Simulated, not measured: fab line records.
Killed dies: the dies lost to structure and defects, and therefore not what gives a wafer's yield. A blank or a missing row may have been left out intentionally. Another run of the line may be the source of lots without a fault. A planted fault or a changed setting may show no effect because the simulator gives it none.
The tool behind it: which one? / flow berkeley-cmos170 / 7 lots, 21 wafers sampled, at 3 steps of a route of 331

WHAT EACH GAUGE READ, for each wafer
UCB170_V2_THK_MEAS_01.
lot=L746; measured=day 9 10:38; on=film-metro-03; V2_TEOS_THK (nm)=1999 2005 2028
lot=L747; measured=day 10 02:48; on=film-metro-01; V2_TEOS_THK (nm)=1977 1985 2016
lot=L751; measured=day 10 14:41; on=film-metro-01; V2_TEOS_THK (nm)=2026 1962 2044
lot=L754; measured=day 11 04:48; on=film-metro-02; V2_TEOS_THK (nm)=2009 1981 2043
lot=L758; measured=day 12 00:02; on=film-metro-03; V2_TEOS_THK (nm)=3986 4055 4036 3989 4054 4035
lot=L757; measured=day 12 01:24; on=film-metro-03; V2_TEOS_THK (nm)=2000 1988 2016
lot=L762; measured=day 13 11:16; on=film-metro-02; V2_TEOS_THK (nm)=3993 4019 4067 3993 4019 4066

WHAT TOOL EACH LOT RAN ON (gives the tool, then ch and the chambers of the sampled wafers, and finally the start)
lot=L746; UCB170_SILICIDE_RTA_04=rtp-anneal-02 ch 0, day 8 15:40; UCB170_V2_CVD_00=pecvd-04 ch 0,1, day 9 10:29
lot=L747; UCB170_SILICIDE_RTA_04=rtp-anneal-01 ch 0, day 9 10:22; UCB170_V2_CVD_00=pecvd-04 ch 1,2, day 10 02:37
lot=L751; UCB170_SILICIDE_RTA_04=rtp-anneal-01 ch 0, day 10 02:01; UCB170_V2_CVD_00=pecvd-04 ch 0,1, day 10 14:31
lot=L754; UCB170_SILICIDE_RTA_04=rtp-anneal-01 ch 0, day 10 11:00; UCB170_V2_CVD_00=pecvd-01 ch 0,2, day 11 04:38
lot=L758; UCB170_SILICIDE_RTA_04=rtp-anneal-02 ch 0, day 11 06:35; UCB170_V2_CVD_00=pecvd-01 ch 0,2, day 11 23:32
lot=L757; UCB170_SILICIDE_RTA_04=rtp-anneal-02 ch 0, day 11 07:05; UCB170_V2_CVD_00=pecvd-03 ch 0,2, day 12 01:15
lot=L762; UCB170_SILICIDE_RTA_04=rtp-anneal-02 ch 0, day 12 10:08; UCB170_V2_CVD_00=pecvd-01 ch 0,1,2, day 13 10:47
- UCB170_SILICIDE_RTA_04: time 15 s.
- UCB170_V2_CVD_00: deposits SiO2 from TEOS/O2, target thk 2000 nm, time 250 s.

THE ANSWER, worked out from the rows above alone
Rule: the lots themselves supply what counts as usual. Put in order of their means at a reading, lots are off if they are a third of the lots or fewer, leave a main group of 4 or more, and stand apart from it by a gap of 3 or more times the standard deviation of the main group's means; of several such gaps the widest counts. A main group whose means are all the same, to the digits that the tables above print for the reading, isn't used. Also off: a lot with no number at a reading for which 4 or more lots have one. Where the step has rows for the other lots, those lots are counted as sound.
Off: at UCB170_V2_THK_MEAS_01 (V2_TEOS_THK), L758, L762. The main group: mean 2005 nm, standard deviation 7.3.
If a tool, at a process step before that reading, ran all the lots that are off and no sound lot after the first of them, it fits. Gauges at UCB170_V2_THK_MEAS_01: tried the same way as those tools. One candidate fits, namely pecvd-01 at UCB170_V2_CVD_00. A fault onset in the window from L754 (day 11 04:38, its last sound lot) to L758 (day 11 23:32, its first lot off) fits.

WHAT THE SIMULATOR PUT IN
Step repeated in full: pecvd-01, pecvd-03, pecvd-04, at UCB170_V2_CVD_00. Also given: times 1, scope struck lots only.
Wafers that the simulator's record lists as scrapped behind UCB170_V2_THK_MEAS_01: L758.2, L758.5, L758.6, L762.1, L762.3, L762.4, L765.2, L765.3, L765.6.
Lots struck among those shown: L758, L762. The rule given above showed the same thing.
